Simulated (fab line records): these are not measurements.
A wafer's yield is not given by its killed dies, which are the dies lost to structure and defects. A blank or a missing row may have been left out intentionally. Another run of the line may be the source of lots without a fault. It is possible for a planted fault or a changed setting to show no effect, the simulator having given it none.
fab line records	flow ritCmos
[record] lots = 6	wafers = 18	lastDay = 7
route steps=202 shown PLDD@118 SPACER@125 NSD@131 PSD@142 SDANNEAL@153 SILICIDE@161 M1@202
lots that met no fault: taken from a fault-free run of the same line
startH: the number of hours between the record's first day and the start of the first shown wafer of the lot	waitH: hours elapsed since this lot's preceding step	" unchanged from the row above	L1.1+2: a single row standing in for several wafers	- either no value or no given start	* or withheld: withheld	< > ~ a bound
route shown NAME@n: names a module that has steps shown in the file, with the first one's number in the route	usual: average and standard deviation across the fault-free wafers	same: alike in all rows	chamber/n: place in a boat	sites: per-site readings	_std_site: the values' standard deviation	_edge_site: mean of outer sites minus mean of inner sites	radiusMm: for every site, how far away it sits from the centre of the wafer	mask NAME#n: copy n	behind: the tool/chamber that last shaped the wafer	hold: what put the lot on hold/how long, in hours/how the hold closed	device: names the non-switching transistor (n, p or np)	end of line: the route-end tests of the same wafers	a step given without rows: its recipe and nothing more	killed: count of dies lost to structure and defects at first sort (not the wafer's yield)	map: a wafer's dies, x killed, . not, _ none there
set.NAME: the setting as run; set.NAME@STEP: as run at that earlier step	model.NAME: the simulator's own value behind a step, which no gauge read
lots seen at some steps along the route; tables by step, rows by wafer
services: from which hour (startH, from the record's first day; less than 0 if before it) a tool's chamber was out of use, for how many hours, and why
[[steps]]
[step RIT_PLDD_PEB_04]
[recipe] resist = NOVOLAK	tempC = withheld	timeS = withheld
[step RIT_PLDD_DEVELOP_05]
[recipe] resist = NOVOLAK	developTimeS = 50	devTempC = 23
[step RIT_PLDD_OVL_MEAS_06]
[usual] PLDD_OVL = -0.4/1.4
lot.wafer	tool	chamber	startH	waitH	PLDD_OVL[nm]
L896.4	overlay-02	-	70.76	-	-1.6
L896.5	"	-	"	"	0.5
L896.6	"	-	"	"	-0.9
L898.1	overlay-02	-	81.93	-	0.5
L898.2	"	-	"	"	0.8
L898.6	"	-	"	"	1.1
L905.1	overlay-01	-	106.93	-	-2.4
L905.3	"	-	"	"	-3.7
L905.5	"	-	"	"	-4.0
L908.1	overlay-02	-	119.78	-	-1.3
L908.4	"	-	"	"	-0.8
L908.5	"	-	"	"	-1.2
L911.1	overlay-02	-	134.66	-	0.4
L911.2	"	-	"	"	0.5
L911.5	"	-	"	"	0.1
L915.1	overlay-01	-	157.61	-	-0.8
L915.2	"	-	"	"	-1.3
L915.3	"	-	"	"	0.2
[step RIT_PLDD_HARDBAKE_07]
[recipe] resist = NOVOLAK	tempC = 140	timeS = 60
[step RIT_PLDD_IMPLANT_08]
[recipe] species = BF2	energyKev = 20	doseCm2 = 9e+14	tiltDeg = 7
[step RIT_PLDD_STRIP_09]
[recipe] chemistry = O2	timeS = 180	resist = NOVOLAK	platenTempC = withheld	powerW = 500	pressureMtorr = 4000	o2FlowSccm = 4000
[usual] drypumpMotorCurrentA = 6.0/0.35
lot.wafer	tool	chamber	startH	waitH	drypumpMotorCurrentA	rfHoursCounterH
L896.4	plasmaAsher-02	0	71.14	0.1	6.3	-
L896.5	"	0	"	"	6.4	-
L896.6	"	1	"	"	5.6	-
L898.1	plasmaAsher-03	1	82.27	0.1	6.0	41
L898.2	"	0	"	"	5.7	41
L898.6	"	0	"	"	5.7	-
L905.1	plasmaAsher-03	0	107.48	0.1	5.7	45
L905.3	"	1	"	"	6.0	-
L905.5	"	1	"	"	6.0	-
L908.1	plasmaAsher-03	0	120.13	0.1	5.7	47
L908.4	"	0	"	"	5.7	-
L908.5	"	0	"	"	5.7	-
L911.1	plasmaAsher-02	1	135.00	0.1	5.7	38
L911.2	"	0	"	"	6.4	38
L911.5	"	1	"	"	5.7	-
L915.1	plasmaAsher-03	1	157.94	0.1	6.0	51
L915.2	"	0	"	"	5.7	51
L915.3	"	1	"	"	6.0	-
[step RIT_PLDD_TW_MEAS_10]
[usual] PLDD_TW = 2351/27
lot.wafer	tool	chamber	startH	waitH	PLDD_TW
L896.4	filmMetro-03	-	71.28	0.1	2393
L896.5	"	-	"	"	2393
L896.6	"	-	"	"	2381
L898.1	filmMetro-04	-	82.44	0.1	2362
L898.2	"	-	"	"	2364
L898.6	"	-	"	"	2360
L905.1	filmMetro-04	-	107.66	0.1	2351
L905.3	"	-	"	"	2338
L905.5	"	-	"	"	2354
L908.1	filmMetro-04	-	120.30	0.1	2324
L908.4	"	-	"	"	2336
L908.5	"	-	"	"	2331
L911.1	filmMetro-04	-	135.18	0.1	2335
L911.2	"	-	"	"	2327
L911.5	"	-	"	"	2340
L915.1	filmMetro-01	-	158.12	0.1	2306
L915.2	"	-	"	"	2302
L915.3	"	-	"	"	2324
[step RIT_SPACER_CLEAN_00]
[recipe] chemistry = SC1	mix = 3:3:50	timeS = 600	tempC = 75
[step RIT_SPACER_CLEAN_01]
[recipe] chemistry = dHF	dilution = 50:1	timeS = 30
[step RIT_SPACER_CLEAN_02]
[recipe] chemistry = SC2	mix = 3:3:50	timeS = 600	tempC = 75	dry = n2Spin
[step RIT_SPACER_CVD_03]
[recipe] material = Si3N4	targetThkNm = 250	tempC = 810	precursor = SiH2Cl2/NH3	timeS = 3300	pressureMtorr = 300	sih2cl2FlowSccm = 60	nh3FlowSccm = 150
[step RIT_SPACER_THK_MEAS_04]
[recipe] reads = Si3N4_of_SPACER_CVD_03
[usual] SPACER_NITRIDE_THK = 249.9/2.4
lot.wafer	tool	chamber	startH	waitH	SPACER_NITRIDE_THK[nm]
L896.4	filmMetro-03	-	74.22	0.0	251.4
L896.5	"	-	"	"	248.7
L896.6	"	-	"	"	252.2
L898.1	filmMetro-04	-	84.79	0.0	245.6
L898.2	"	-	"	"	248.3
L898.6	"	-	"	"	251.3
L905.1	filmMetro-02	-	110.00	0.0	251.0
L905.3	"	-	"	"	251.5
L905.5	"	-	"	"	251.4
L908.1	filmMetro-02	-	122.66	0.0	248.4
L908.4	"	-	"	"	250.7
L908.5	"	-	"	"	249.7
L911.1	filmMetro-04	-	137.52	0.0	249.2
L911.2	"	-	"	"	248.2
L911.5	"	-	"	"	248.2
L915.1	filmMetro-02	-	161.45	0.0	249.6
L915.2	"	-	"	"	250.1
L915.3	"	-	"	"	249.9
[step RIT_SPACER_ETCHBACK_05]
[recipe] targetDepthA = 2500	SF6_flow_sccm = 30	CHF3_flow_sccm = 30	target = Si3N4	chemistry = SF6/CHF3	pressureMtorr = 40	rfW = 250	timeS = 240	stopOn = SiO2
[usual] drypumpMotorCurrentA = 5.6/0.5	oesProductAu = 0.851/0.011	rfFwdPowerW = 249.5/0.85	throttleValvePct = 10.29/0.1
lot.wafer	tool	chamber	startH	waitH	drypumpMotorCurrentA	oesProductAu	rfFwdPowerW	rfHoursCounterH	throttleValvePct	model.poly-Si_of_GATE_CVD_08.thkNm	model.Si3N4_of_SPACER_CVD_03.thkNm
L896.4	rieDiel-03	3	74.25	0.0	4.8	0.850	251.0	0	10.31	171.5	198.9
L896.5	"	0	"	"	5.6	0.858	249.3	-	10.44	168.8	195.9
L896.6	"	1	"	"	6.2	0.844	248.4	-	10.21	167.3	198.1
L898.1	rieDiel-02	0	84.85	0.1	5.3	0.840	249.1	4	10.24	164.2	192.3
L898.2	"	3	"	"	5.0	0.851	249.3	118	10.19	162.4	194.1
L898.6	"	0	"	"	5.3	0.853	248.8	-	10.23	161.9	196.8
L905.1	rieDiel-03	2	110.06	0.1	5.8	0.858	248.3	50	10.41	163.3	196.4
L905.3	"	3	"	"	4.8	0.913	250.2	1	10.34	174.4	203.3
L905.5	"	0	"	"	5.6	0.862	249.9	-	10.45	168.1	197.8
L908.1	rieDiel-03	0	122.72	0.1	5.7	0.869	250.0	132	10.43	161.9	194.9
L908.4	"	1	"	"	6.2	0.834	249.3	79	10.21	160.8	196.3
L908.5	"	3	"	"	4.8	0.917	249.2	-	10.34	168.4	201.9
L911.1	rieDiel-02	1	137.58	0.1	5.8	0.838	248.4	1	10.20	166.7	196.3
L911.2	"	2	"	"	6.2	0.843	249.8	102	10.15	166.5	195.5
L911.5	"	2	"	"	6.2	0.835	250.8	-	10.13	166.7	195.4
L915.1	rieDiel-02	1	161.51	0.1	5.9	0.843	251.1	1	10.20	168.2	196.2
L915.2	"	2	"	"	6.2	0.847	249.5	102	10.13	168.2	196.9
L915.3	"	0	"	"	5.3	0.851	250.0	6	10.24	167.1	196.2
[step RIT_NSD_HMDS_00]
[recipe] primeTimeS = 60	primeTempC = 140
[step RIT_NSD_COAT_01]
[recipe] resist = NOVOLAK	spinRpm = 3250	resistThkNm = 1000
[step RIT_NSD_SOFTBAKE_02]
[recipe] resist = NOVOLAK	tempC = 90	timeS = 60
[step RIT_NSD_EXPOSE_03]
[recipe] maskId = M9	na = 0.57	targetCdNm = 40700	doseMj = 250
[step RIT_NSD_PEB_04]
[recipe] resist = NOVOLAK	tempC = withheld	timeS = withheld
[step RIT_NSD_DEVELOP_05]
[recipe] resist = NOVOLAK	developTimeS = 50	devTempC = 23
[step RIT_NSD_OVL_MEAS_06]
[usual] NSD_OVL = 0.2/1.4
lot.wafer	tool	chamber	startH	waitH	NSD_OVL[nm]
L896.4	overlay-01	-	75.37	-	1.4
L896.5	"	-	"	"	0.3
L896.6	"	-	"	"	0.6
L898.1	overlay-02	-	86.15	-	-0.8
L898.2	"	-	"	"	1.8
L898.6	"	-	"	"	-0.3
L905.1	overlay-01	-	111.19	-	-1.6
L905.3	"	-	"	"	-1.1
L905.5	"	-	"	"	-3.5
L908.1	overlay-02	-	123.72	-	-2.1
L908.4	"	-	"	"	-1.4
L908.5	"	-	"	"	0.5
L911.1	overlay-01	-	138.76	-	0.1
L911.2	"	-	"	"	-0.4
L911.5	"	-	"	"	-0.2
L915.1	overlay-01	-	162.51	-	-1.0
L915.2	"	-	"	"	1.4
L915.3	"	-	"	"	-0.7
[step RIT_NSD_HARDBAKE_07]
[recipe] resist = NOVOLAK	tempC = 140	timeS = 60
[step RIT_NSD_IMPLANT_08]
[recipe] species = P	energyKev = 25	doseCm2 = 1e+15	tiltDeg = 7
[step RIT_NSD_STRIP_09]
[recipe] chemistry = O2	timeS = 180	resist = NOVOLAK	platenTempC = withheld	powerW = 500	pressureMtorr = 4000	o2FlowSccm = 4000
[usual] drypumpMotorCurrentA = 5.9/0.37
lot.wafer	tool	chamber	startH	waitH	drypumpMotorCurrentA	rfHoursCounterH
L896.4	plasmaAsher-01	1	75.75	0.1	5.7	-
L896.5	"	1	"	"	5.7	-
L896.6	"	0	"	"	5.6	-
L898.1	plasmaAsher-04	0	86.49	0.1	5.7	44
L898.2	"	1	"	"	6.6	44
L898.6	"	1	"	"	6.6	-
L905.1	plasmaAsher-04	1	111.52	0.1	6.6	47
L905.3	"	1	"	"	6.6	-
L905.5	"	1	"	"	6.6	-
L908.1	plasmaAsher-04	1	124.06	0.1	6.6	49
L908.4	"	1	"	"	6.6	-
L908.5	"	1	"	"	6.6	-
L911.1	plasmaAsher-01	1	139.09	0.1	5.7	2
L911.2	"	0	"	"	5.6	2
L911.5	"	1	"	"	5.7	-
L915.1	plasmaAsher-01	0	162.85	0.1	5.6	5
L915.2	"	1	"	"	5.7	5
L915.3	"	1	"	"	5.7	-
[step RIT_NSD_TW_MEAS_10]
[usual] NSD_TW = 3135/34
lot.wafer	tool	chamber	startH	waitH	NSD_TW
L896.4	filmMetro-03	-	75.89	0.1	3141
L896.5	"	-	"	"	3167
L896.6	"	-	"	"	3153
L898.1	filmMetro-03	-	86.66	0.1	3148
L898.2	"	-	"	"	3163
L898.6	"	-	"	"	3137
L905.1	filmMetro-01	-	111.70	0.1	3082
L905.3	"	-	"	"	3086
L905.5	"	-	"	"	3091
L908.1	filmMetro-01	-	124.23	0.1	3098
L908.4	"	-	"	"	3102
L908.5	"	-	"	"	3088
L911.1	filmMetro-01	-	139.27	0.1	3091
L911.2	"	-	"	"	3112
L911.5	"	-	"	"	3099
L915.1	filmMetro-03	-	163.02	0.1	3160
L915.2	"	-	"	"	3175
L915.3	"	-	"	"	3190
[step RIT_PSD_HMDS_00]
[recipe] primeTimeS = 60	primeTempC = 140
[step RIT_PSD_COAT_01]
[recipe] resist = NOVOLAK	spinRpm = 3250	resistThkNm = 1000
[step RIT_PSD_SOFTBAKE_02]
[recipe] resist = NOVOLAK	tempC = 90	timeS = 60
[step RIT_PSD_EXPOSE_03]
[recipe] maskId = M10	na = 0.57	targetCdNm = 40900	doseMj = 250
[step RIT_PSD_PEB_04]
[recipe] resist = NOVOLAK	tempC = withheld	timeS = withheld
[step RIT_PSD_DEVELOP_05]
[recipe] resist = NOVOLAK	developTimeS = 50	devTempC = 23
[step RIT_PSD_OVL_MEAS_06]
[usual] PSD_OVL = -0.9/1.2
lot.wafer	tool	chamber	startH	waitH	PSD_OVL[nm]
L896.4	overlay-01	-	76.92	-	-3.7
L896.5	"	-	"	"	-1.2
L896.6	"	-	"	"	-2.2
L898.1	overlay-01	-	87.70	-	-1.6
L898.2	"	-	"	"	-2.6
L898.6	"	-	"	"	-1.0
L905.1	overlay-02	-	112.82	-	-0.1
L905.3	"	-	"	"	-1.5
L905.5	"	-	"	"	-0.2
L908.1	overlay-02	-	125.14	-	-1.3
L908.4	"	-	"	"	-0.5
L908.5	"	-	"	"	-1.7
L911.1	overlay-01	-	140.30	-	-1.8
L911.2	"	-	"	"	-1.2
L911.5	"	-	"	"	-0.5
L915.1	overlay-02	-	164.08	-	1.4
L915.2	"	-	"	"	0.1
L915.3	"	-	"	"	-0.2
[step RIT_PSD_HARDBAKE_07]
[recipe] resist = NOVOLAK	tempC = 140	timeS = 60
[step RIT_PSD_IMPLANT_08]
[recipe] species = BF2	energyKev = 27	doseCm2 = 5e+15	tiltDeg = 7
[step RIT_PSD_STRIP_09]
[recipe] chemistry = O2	timeS = 180	resist = NOVOLAK	platenTempC = withheld	powerW = 500	pressureMtorr = 4000	o2FlowSccm = 4000
[usual] drypumpMotorCurrentA = 5.81/0.26
lot.wafer	tool	chamber	startH	waitH	drypumpMotorCurrentA	rfHoursCounterH
L896.4	plasmaAsher-02	0	77.29	0.1	6.33	-
L896.5	"	0	"	"	6.31	-
L896.6	"	1	"	"	5.66	-
L898.1	plasmaAsher-02	0	88.03	0.1	6.31	31
L898.2	"	1	"	"	5.72	31
L898.6	"	0	"	"	6.33	-
L905.1	plasmaAsher-03	1	113.15	0.1	5.98	46
L905.3	"	1	"	"	5.97	-
L905.5	"	0	"	"	5.68	-
L908.1	plasmaAsher-01	0	125.48	0.1	5.62	1
L908.4	"	1	"	"	5.70	-
L908.5	"	0	"	"	5.59	-
L911.1	plasmaAsher-01	1	140.64	0.1	5.71	2
L911.2	"	0	"	"	5.60	2
L911.5	"	1	"	"	5.70	-
L915.1	plasmaAsher-03	0	164.41	0.1	5.67	51
L915.2	"	1	"	"	5.98	51
L915.3	"	1	"	"	5.98	-
[step RIT_PSD_TW_MEAS_10]
[usual] PSD_TW = 3427/38
lot.wafer	tool	chamber	startH	waitH	PSD_TW
L896.4	filmMetro-04	-	77.44	0.1	3442
L896.5	"	-	"	"	3436
L896.6	"	-	"	"	3447
L898.1	filmMetro-04	-	88.21	0.1	3418
L898.2	"	-	"	"	3435
L898.6	"	-	"	"	3444
L905.1	filmMetro-04	-	113.33	0.1	3427
L905.3	"	-	"	"	3424
L905.5	"	-	"	"	3422
L908.1	filmMetro-03	-	125.65	0.1	3488
L908.4	"	-	"	"	3481
L908.5	"	-	"	"	3487
L911.1	filmMetro-04	-	140.81	0.1	3401
L911.2	"	-	"	"	3384
L911.5	"	-	"	"	3410
L915.1	filmMetro-03	-	164.59	0.1	3487
L915.2	"	-	"	"	3479
L915.3	"	-	"	"	3497
[step RIT_SDANNEAL_CLEAN_00]
[recipe] chemistry = SC1	mix = 3:3:50	timeS = 600	tempC = 75
[step RIT_SDANNEAL_CLEAN_01]
[recipe] chemistry = dHF	dilution = 50:1	timeS = 30
[step RIT_SDANNEAL_CLEAN_02]
[recipe] chemistry = SC2	mix = 3:3:50	timeS = 600	tempC = 75	dry = n2Spin
lot.wafer	tool	chamber	startH	waitH	model.poly-Si_of_GATE_CVD_08.thkNm
L896.4	wetBench-01	2	77.81	0.0	167.1
L896.5	"	2	"	"	164.4
L896.6	"	2	"	"	162.9
L898.1	wetBench-03	3	88.46	0.0	159.8
L898.2	"	3	"	"	158
L898.6	"	3	"	"	157.5
L905.1	wetBench-03	0	113.60	0.0	159
L905.3	"	0	"	"	170.1
L905.5	"	0	"	"	163.8
L908.1	wetBench-03	1	125.91	0.0	157.6
L908.4	"	1	"	"	156.5
L908.5	"	1	"	"	164
L911.1	wetBench-03	0	141.07	0.0	162.3
L911.2	"	0	"	"	162.2
L911.5	"	0	"	"	162.4
L915.1+2	wetBench-04	3	164.86	0.0	163.8
L915.3	"	3	"	"	162.7
[step RIT_SDANNEAL_RTA_03]
[recipe] tempC = 1050	timeS = 5	idleTempC = 600	rampUpCPerS = 342	rampDownCPerS = 171	coolToC = 600	ambient = N2
[usual] wafer_temp_C_max = 1053.5/1
lot.wafer	tool	chamber	startH	waitH	wafer_temp_C_max
L896.4	rtpAnneal-02	0	78.01	0.0	1053.4
L896.5	"	0	"	"	1051.9
L896.6	"	0	"	"	1053.6
L898.1	rtpAnneal-02	0	88.64	0.0	1053.0
L898.2	"	0	"	"	1052.9
L898.6	"	0	"	"	1053.5
L905.1	rtpAnneal-01	0	113.77	0.0	1052.7
L905.3	"	0	"	"	1053.8
L905.5	"	0	"	"	1051.8
L908.1	rtpAnneal-02	0	126.11	0.0	1053.2
L908.4	"	0	"	"	1053.5
L908.5	"	0	"	"	1054.9
L911.1	rtpAnneal-01	0	141.24	0.0	1053.5
L911.2	"	0	"	"	1054.3
L911.5	"	0	"	"	1053.0
L915.1	rtpAnneal-01	0	165.04	0.0	1055.2
L915.2	"	0	"	"	1053.5
L915.3	"	0	"	"	1051.4
[step RIT_SDANNEAL_RS_MEAS_04]
[recipe] thkMeasGauge = four-point-probe
[usual] PSD_RS = 115.77/0.25
lot.wafer	tool	chamber	startH	waitH	PSD_RS[ohm/sq]
L896.4	filmMetro-04	-	78.10	0.1	115.51
L896.5	"	-	"	"	115.15
L896.6	"	-	"	"	115.51
L898.1	filmMetro-01	-	88.69	0.0	116.09
L898.2	"	-	"	"	116.02
L898.6	"	-	"	"	115.92
L905.1	filmMetro-01	-	113.83	0.0	115.91
L905.3	"	-	"	"	115.93
L905.5	"	-	"	"	115.82
L908.1	filmMetro-04	-	126.17	0.0	115.58
L908.4	"	-	"	"	115.97
L908.5	"	-	"	"	115.54
L911.1	filmMetro-03	-	141.30	0.0	116.26
L911.2	"	-	"	"	115.68
L911.5	"	-	"	"	115.91
L915.1	filmMetro-03	-	165.09	0.0	115.40
L915.2	"	-	"	"	115.56
L915.3	"	-	"	"	115.30
[step RIT_SDANNEAL_RS_MEAS_05]
[recipe] thkMeasGauge = four-point-probe
[usual] NSD_RS = 84.40/0.27
lot.wafer	tool	chamber	startH	waitH	NSD_RS[ohm/sq]
L896.4	filmMetro-04	-	78.22	0.1	84.28
L896.5	"	-	"	"	84.53
L896.6	"	-	"	"	84.78
L898.1	filmMetro-01	-	88.81	0.1	84.18
L898.2	"	-	"	"	84.64
L898.6	"	-	"	"	84.60
L905.1	filmMetro-01	-	113.95	0.1	84.62
L905.3	"	-	"	"	84.46
L905.5	"	-	"	"	84.44
L908.1	filmMetro-04	-	126.29	0.1	84.16
L908.4	"	-	"	"	84.23
L908.5	"	-	"	"	84.47
L911.1	filmMetro-03	-	141.42	0.1	84.13
L911.2	"	-	"	"	84.13
L911.5	"	-	"	"	84.07
L915.1	filmMetro-03	-	165.21	0.1	84.29
L915.2	"	-	"	"	84.12
L915.3	"	-	"	"	84.31
[step RIT_SDANNEAL_RS_MEAS_06]
[recipe] thkMeasGauge = four-point-probe
[usual] PLDD_RS = 178.6/0.39
lot.wafer	tool	chamber	startH	waitH	PLDD_RS[ohm/sq]
L896.4	filmMetro-04	-	78.34	0.1	178.5
L896.5	"	-	"	"	178.1
L896.6	"	-	"	"	178.2
L898.1	filmMetro-01	-	88.93	0.1	178.7
L898.2	"	-	"	"	178.4
L898.6	"	-	"	"	178.4
L905.1	filmMetro-01	-	114.07	0.1	178.0
L905.3	"	-	"	"	178.5
L905.5	"	-	"	"	178.3
L908.1	filmMetro-04	-	126.41	0.1	178.2
L908.4	"	-	"	"	178.9
L908.5	"	-	"	"	178.8
L911.1	filmMetro-03	-	141.54	0.1	178.2
L911.2	"	-	"	"	178.4
L911.5	"	-	"	"	178.0
L915.1	filmMetro-03	-	165.33	0.1	178.9
L915.2	"	-	"	"	178.6
L915.3	"	-	"	"	178.5
[step RIT_SILICIDE_WET_ETCH_00]
[recipe] chemistry = BOE	target = SiO2	targetDepthNm = 14	timeS = 15	dry = n2Spin	dilution = 10:1	tempC = 21.5
lot.wafer	tool	chamber	startH	waitH	model.Si3N4_of_SPACER_CVD_03.thkNm
L896.4	wetBench-01	2	78.52	0.0	197.7
L896.5	"	2	"	"	194.7
L896.6	"	2	"	"	196.9
L898.1	wetBench-01	3	89.17	0.1	191.2
L898.2	"	3	"	"	193
L898.6	"	3	"	"	195.6
L905.1	wetBench-03	0	114.34	0.1	195.3
L905.3	"	0	"	"	202.2
L905.5	"	0	"	"	196.7
L908.1	wetBench-02	1	126.65	0.1	193.8
L908.4	"	1	"	"	195.1
L908.5	"	1	"	"	200.7
L911.1	wetBench-03	3	141.78	0.1	195.1
L911.2	"	3	"	"	194.4
L911.5	"	3	"	"	194.2
L915.1+3	wetBench-03	1	165.57	0.1	195.1
L915.2	"	1	"	"	195.8
[step RIT_M1_PROBE_99]
[usual] killedAtContacts = 0.1/0.38	killedAtFrontEnd = 7/3.2	killedDies = 7/3.2	killedOpen = 3.6/2.1	killedShort = 3.5/2
[same] grossDies = 264	killed_at_M0_to_M3 = 0	killed_at_M4_up = 0	killedAtBackSide = 0	killedAtOther = 0
lot.wafer	tool	chamber	startH	waitH	killedAtContacts	killedAtFrontEnd	killedDies	killedOpen	killedShort	model.etest.nmos_0p15.rOnOhmUm	model.etest.pplusSal.widthNm	model.etest.nplusSal.widthNm	model.etest.nwellPinched.rsOhmSq	model.etest.pwellPinched.rsOhmSq	model.etest.contactNplus.endOhmUm	model.etest.diodeNplusComb.leakLog10ACm2	model.etest.diodeNplusPwell.bvV
L896.4	prober-02	-	86.73	0.2	1	2	3	1	2	1077	3405	3432	333.6	453.2	42.94	-5.198	5.941
L896.5	prober-02	-	86.78	0.2	0	5	5	3	2	1094	3443	3447	341.4	456.2	42.99	-5.326	5.883
L896.6	prober-02	-	86.83	0.2	0	4	4	3	1	1118	3439	3446	338.3	463	43.27	-4.951	5.943
L898.1	prober-02	-	97.04	0.1	0	11	11	8	3	1156	3467	3464	341.3	465.4	42.35	-5.012	5.937
L898.2	prober-02	-	97.09	0.1	0	13	13	5	8	1147	3458	3455	344	461.4	42.6	-5.228	6.014
L898.6	prober-02	-	97.29	0.2	0	10	10	5	5	1132	3453	3448	338.8	459.3	43.23	-4.963	5.934
L905.1	prober-01	-	121.37	0.1	0	8	8	4	4	1087	3445	3471	344.2	462.5	40.6	-5.195	6.046
L905.3	prober-01	-	121.47	0.2	0	8	8	2	6	978.9	3382	3370	321.2	439.4	36.94	-5.453	6.354
L905.5	prober-01	-	121.57	0.2	0	6	6	3	3	1043	3455	3437	340.3	455.5	41.09	-5.027	6.093
L908.1	prober-02	-	135.01	0.1	0	6	6	2	4	1109	3478	3486	337.9	460.5	42.24	-4.997	5.983
L908.4	prober-02	-	135.16	0.2	0	7	7	4	3	1102	3467	3475	339.4	456.8	41.73	-4.972	5.921
L908.5	prober-02	-	135.21	0.2	0	7	7	4	3	1014	3405	3405	318.1	436.6	37.71	-5.718	6.19
L911.1	prober-01	-	149.27	0.1	0	12	12	4	8	1101	3432	3440	337.7	460.8	41.35	-5.461	5.934
L911.2	prober-01	-	149.32	0.1	0	9	9	4	5	1092	3433	3435	335.3	460.1	41.82	-5.15	5.948
L911.5	prober-01	-	149.47	0.2	0	3	3	3	0	1087	3431	3416	335.5	459.4	42.29	-5.018	5.93
L915.1	prober-01	-	174.23	0.1	0	3	3	1	2	1130	3451	3445	335.5	458.1	41.63	-4.846	5.893
L915.2	prober-01	-	174.28	0.1	0	6	6	3	3	1138	3446	3439	333.5	454.4	40.82	-5.363	5.881
L915.3	prober-01	-	174.33	0.2	0	10	10	5	5	1116	3444	3470	335.7	458.2	43.04	-5.045	5.899
// killed by level:class
L896.4 GATE:geometricParticle:open=1 GATE:geometricParticle:short=1 CONTACT:geometricParticle:short=1
L896.5 GATE:geometricParticle:open=2 GATE:geometricParticle:short=1 REOX:geometricParticle:short=1 SILICIDE:geometricParticle:open=1
L896.6 GATE:geometricParticle:open=2 REOX:geometricParticle:open=1 SPACER:geometricParticle:short=1
L898.1 GATE:geometricParticle:open=6 GATE:geometricParticle:short=2 FOX1:geometricParticle:open=1 SILICIDE:geometricParticle:open=1 SILICIDE:geometricParticle:short=1
L898.2 FOX1:geometricParticle:open=3 GATE:geometricParticle:short=3 REOX:geometricParticle:short=2 FOX1:geometricParticle:short=1 FOX2:geometricParticle:short=1 GATE:geometricParticle:open=1 SILICIDE:geometricParticle:open=1 SILICIDE:geometricParticle:short=1
L898.6 GATE:geometricParticle:short=3 GATE:geometricParticle:open=2 SILICIDE:geometricParticle:open=2 FOX2:geometricParticle:short=1 FOX2:geometricParticle:open=1 REOX:geometricParticle:short=1
L905.1 GATE:geometricParticle:open=3 SPACER:geometricParticle:short=3 GATE:geometricParticle:short=1 SPACER:geometricParticle:open=1
L905.3 GATE:geometricParticle:open=2 SPACER:geometricParticle:short=2 SILICIDE:geometricParticle:short=2 FOX1:geometricParticle:short=1 FOX2:geometricParticle:short=1
L905.5 GATE:geometricParticle:short=2 GATE:geometricParticle:open=2 FOX1:geometricParticle:open=1 FOX2:geometricParticle:short=1
L908.1 FOX2:geometricParticle:short=1 FOX2:geometricParticle:open=1 GATE:geometricParticle:short=1 SPACER:geometricParticle:open=1 SPACER:geometricParticle:short=1 SILICIDE:geometricParticle:short=1
L908.4 SPACER:geometricParticle:open=3 GATE:geometricParticle:short=2 SPACER:geometricParticle:short=1 SILICIDE:geometricParticle:open=1
L908.5 GATE:geometricParticle:open=3 GATE:geometricParticle:short=2 SILICIDE:geometricParticle:open=1 SILICIDE:geometricParticle:short=1
L911.1 GATE:geometricParticle:short=4 FOX1:geometricParticle:short=2 GATE:geometricParticle:open=2 FOX2:geometricParticle:open=1 REOX:geometricParticle:short=1 SPACER:geometricParticle:short=1 SILICIDE:geometricParticle:open=1
L911.2 FOX1:geometricParticle:short=2 GATE:geometricParticle:short=2 GATE:geometricParticle:open=2 REOX:geometricParticle:open=1 SPACER:geometricParticle:open=1 SILICIDE:geometricParticle:short=1
L911.5 GATE:geometricParticle:open=1 REOX:geometricParticle:open=1 SPACER:geometricParticle:open=1
L915.1 FOX1:geometricParticle:short=1 GATE:geometricParticle:short=1 GATE:geometricParticle:open=1
L915.2 GATE:geometricParticle:open=2 GATE:geometricParticle:short=1 SPACER:geometricParticle:short=1 SILICIDE:geometricParticle:short=1 SILICIDE:geometricParticle:open=1
L915.3 GATE:geometricParticle:open=3 GATE:geometricParticle:short=2 REOX:geometricParticle:open=2 FOX2:geometricParticle:short=1 REOX:geometricParticle:short=1 SILICIDE:geometricParticle:short=1
[[services]]
tool	chamber	startH	hours	kind
rtpAnneal-01	-	47.98	6.3	pm
plasmaAsher-04	-	57.13	14.6	pm
rieDiel-02	1	62.14	-	clean
rieDiel-02	1	62.14	24.4	scheduledDown
rieDiel-02	1	62.14	24.4	ventCycle
rieDiel-02	2	63.92	9.9	repair
wetBench-02	-	76.46	38.1	pm
plasmaAsher-01	-	80.55	13.0	repair
rieDiel-03	-	85.52	0.1	repair
rieDiel-02	3	91.86	8.2	repair
rieDiel-03	-	93.43	0.5	repair
wetBench-03	-	103.50	1.9	pm
plasmaAsher-01	-	108.75	9.0	pm
plasmaAsher-01	0	108.75	9.0	ventCycle
plasmaAsher-01	1	108.75	9.0	ventCycle
plasmaAsher-01	0	117.75	-	clean
plasmaAsher-01	1	117.75	-	clean
rtpAnneal-02	-	127.17	4.4	pm
wetBench-03	-	134.53	1.6	repair
rieDiel-02	1	144.08	4.5	repair
rieDiel-02	3	145.07	5.7	repair
plasmaAsher-03	-	145.20	0.4	repair
plasmaAsher-04	-	157.55	2.8	pm
[[key]]
[firstSign] step = RIT_SPACER_ETCHBACK_05	reading = oesProductAu	direction = up	sigmas = 5.6	usual = 0.851	struck = 0.915
effect none on later readings
[modelEffect] step = RIT_SPACER_ETCHBACK_05	value = poly-Si_of_GATE_CVD_08.thkNm	without = 165.3	struck = 171.4
[modelEffect] step = RIT_SDANNEAL_CLEAN_02	value = poly-Si_of_GATE_CVD_08.thkNm	without = 160.9	struck = 167
[modelEffect] step = RIT_SILICIDE_WET_ETCH_00	value = Si3N4_of_SPACER_CVD_03.thkNm	without = 196.4	struck = 201.4
[modelEffect] step = RIT_M1_PROBE_99	value = etest.nmos_0p15.rOnOhmUm	without = 1068	struck = 996.4
metAt RIT_SPACER_ETCHBACK_05
struckWafers L905.3,L908.5
testerLeftOut L905,L908
onsetBetween 74.25 110.06
[fault] kind = processParameterDrift	tool = rieDiel-03	chamber = 3	onsetH = 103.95	steps = RIT_SPACER_ETCHBACK_05	channel = targetDepthA	offset = -297.74	shape = step	endH = 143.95	actsIn = theseRecipesOnly	stated = 2500
// testerLeftOut: of these lots the tester's yield and bins aren't shown, on N5 and GAA mostly nor the transistor test; their killed dies are dies lost to structure and defects alone, not to doping, threshold or leakage, so they don't give the yield
